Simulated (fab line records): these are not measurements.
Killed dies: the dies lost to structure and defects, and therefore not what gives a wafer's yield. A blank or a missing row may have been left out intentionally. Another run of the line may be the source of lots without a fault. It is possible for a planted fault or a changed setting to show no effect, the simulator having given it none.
Lot-split experiment / flow rit-cmos / on a route of 202 steps: 5 lots, 23 wafers read

## SPLIT DETAILS
At RIT_ACTIVE_EXPOSE_08 (exposes mask M1, target cd 1400 nm), the setting dose-mj was moved away from the recipe's 225 on 5 of the 23 wafers read, by -2.2% to +7.0%. This setting was run at the recipe's value on the other wafers.

## FROM THE SPLIT TO THE READING: what the file shows between them, 5 steps
- RIT_ACTIVE_PEB_09
- RIT_ACTIVE_DEVELOP_10: develop time 50 s
- RIT_ACTIVE_CD_MEAS_11: target cd 1400 nm
- RIT_ACTIVE_ETCH_13: etches Si3N4 in SF6, stops on SiO2, time 210 s, target depth 210 nm (also split here: pressure-mtorr)
- RIT_ACTIVE_STRIP_14: strips in O2, time 180 s

## THE READING
At RIT_ACTIVE_CD_MEAS_90: cd-nm in nanometres, against a target cd of 1400 nm. On this fab line, fault-free wafers typically give 1399.6 nm with a standard deviation of 1.9 nm.

wafer=L075.1; tool, chamber at the split=iline-stepper-01, 0; dose-mj as run=225; against the recipe=recipe; cd-nm, nm=1400.8; against lot-mates on the recipe=-
wafer=L075.2; tool, chamber at the split=iline-stepper-01, 0; dose-mj as run=225; against the recipe=recipe; cd-nm, nm=1399.8; against lot-mates on the recipe=-
wafer=L075.3; tool, chamber at the split=iline-stepper-01, 0; dose-mj as run=225; against the recipe=recipe; cd-nm, nm=1399.2; against lot-mates on the recipe=-
wafer=L075.5; tool, chamber at the split=iline-stepper-01, 0; dose-mj as run=225; against the recipe=recipe; cd-nm, nm=1398.4; against lot-mates on the recipe=-
wafer=L075.6; tool, chamber at the split=iline-stepper-01, 0; dose-mj as run=225; against the recipe=recipe; cd-nm, nm=1402.2; against lot-mates on the recipe=-
wafer=L076.1; tool, chamber at the split=iline-stepper-01, 0; dose-mj as run=225; against the recipe=recipe; cd-nm, nm=1401.7; against lot-mates on the recipe=-
wafer=L076.2; tool, chamber at the split=iline-stepper-01, 0; dose-mj as run=220; against the recipe=-2.2%; cd-nm, nm=1410.6; against lot-mates on the recipe=+7.8
wafer=L076.4; tool, chamber at the split=iline-stepper-01, 0; dose-mj as run=225; against the recipe=recipe; cd-nm, nm=1404.1; against lot-mates on the recipe=-
wafer=L076.5; tool, chamber at the split=iline-stepper-01, 0; dose-mj as run=225; against the recipe=recipe; cd-nm, nm=1402.5; against lot-mates on the recipe=-
wafer=L076.6; tool, chamber at the split=iline-stepper-01, 0; dose-mj as run=220; against the recipe=-2.2%; cd-nm, nm=1408.4; against lot-mates on the recipe=+5.6
wafer=L077.1; tool, chamber at the split=iline-stepper-02, 0; dose-mj as run=240.7; against the recipe=+7.0%; cd-nm, nm=1381.2; against lot-mates on the recipe=-17.3
wafer=L077.2; tool, chamber at the split=iline-stepper-02, 0; dose-mj as run=240.7; against the recipe=+7.0%; cd-nm, nm=1380.9; against lot-mates on the recipe=-17.6
wafer=L077.4; tool, chamber at the split=iline-stepper-02, 0; dose-mj as run=225; against the recipe=recipe; cd-nm, nm=1399.2; against lot-mates on the recipe=-
wafer=L077.5; tool, chamber at the split=iline-stepper-02, 0; dose-mj as run=225; against the recipe=recipe; cd-nm, nm=1397.8; against lot-mates on the recipe=-
wafer=L077.6; tool, chamber at the split=iline-stepper-02, 0; dose-mj as run=240.7; against the recipe=+7.0%; cd-nm, nm=1380.3; against lot-mates on the recipe=-18.2
wafer=L081.1; tool, chamber at the split=iline-stepper-01, 0; dose-mj as run=225; against the recipe=recipe; cd-nm, nm=1402.0; against lot-mates on the recipe=-
wafer=L081.3; tool, chamber at the split=iline-stepper-01, 0; dose-mj as run=225; against the recipe=recipe; cd-nm, nm=1399.5; against lot-mates on the recipe=-
wafer=L081.4; tool, chamber at the split=iline-stepper-01, 0; dose-mj as run=225; against the recipe=recipe; cd-nm, nm=1399.8; against lot-mates on the recipe=-
wafer=L081.5; tool, chamber at the split=iline-stepper-01, 0; dose-mj as run=225; against the recipe=recipe; cd-nm, nm=1398.9; against lot-mates on the recipe=-
wafer=L081.6; tool, chamber at the split=iline-stepper-01, 0; dose-mj as run=225; against the recipe=recipe; cd-nm, nm=1400.0; against lot-mates on the recipe=-
wafer=L082.1; tool, chamber at the split=iline-stepper-01, 0; dose-mj as run=225; against the recipe=recipe; cd-nm, nm=1400.1; against lot-mates on the recipe=-
wafer=L082.4; tool, chamber at the split=iline-stepper-01, 0; dose-mj as run=225; against the recipe=recipe; cd-nm, nm=1400.1; against lot-mates on the recipe=-
wafer=L082.6; tool, chamber at the split=iline-stepper-01, 0; dose-mj as run=225; against the recipe=recipe; cd-nm, nm=1397.1; against lot-mates on the recipe=-

FIT RESULTS
A straight line over all 23 wafers: cd-nm changes by -2.91 nm for each +1% of dose-mj; r = -0.97; the points scatter about the line by 1.9 nm.
The same after taking each lot's own level away (the mean of its wafers on the recipe; 23 wafers): -2.58 nm for each +1%; r = -0.99; scatter 1.2 nm.
According to that fit, moving dose-mj by its largest amount changes the reading by 18 nm.
Measured against the standard deviation above, the lots' own levels, which go from 1398.50 to 1402.77 nm, span 2.2 times it.
So the slope is not independent of the lot-to-lot level: the two fits are not the same.
Check: -18.2 nm against its lot-mates is what the line predicts for one of the wafers moved furthest among these (+7.0%) when that wafer is left out of the fit. Against them it came out at -17.3 nm.

## OTHER SPLITS ON THESE WAFERS
Other splits were also applied to these wafers ahead of the reading. Each is held against what the fit with the lots' levels taken away leaves over:
other split on the same wafers=RIT_ACTIVE_OXIDATION_01 temp-c; wafers away from the commonest value=18; r with cd-nm (lot level and that fit taken away)=-0.12
other split on the same wafers=RIT_ACTIVE_ETCH_13 pressure-mtorr; wafers away from the commonest value=15; r with cd-nm (lot level and that fit taken away)=+0.07

## THE WHOLE CHAIN: every reading that the file lists as answering this split, in the file's order
step=RIT_ACTIVE_CD_MEAS_11; what it does=target cd 1400 nm; reading=cd-nm; change (the file's fit)=-2.59 nm for each +1% of the setting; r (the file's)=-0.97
step=RIT_ACTIVE_ETCH_13; what it does=etches Si3N4 in SF6, stops on SiO2, time 210 s, target depth 210 nm; reading=ACTIVE.cd-nm (the simulator's own value, which no gauge read); change (the file's fit)=-2.59 nm for each +1% of the setting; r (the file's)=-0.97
step=RIT_ACTIVE_CD_MEAS_90; what it does=target cd 1400 nm; reading=cd-nm; change (the file's fit)=-2.58 nm for each +1% of the setting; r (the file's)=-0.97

## THE FILE'S OWN FIT
cd-nm changes by -2.58 nm for each +1% of dose-mj, r = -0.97.
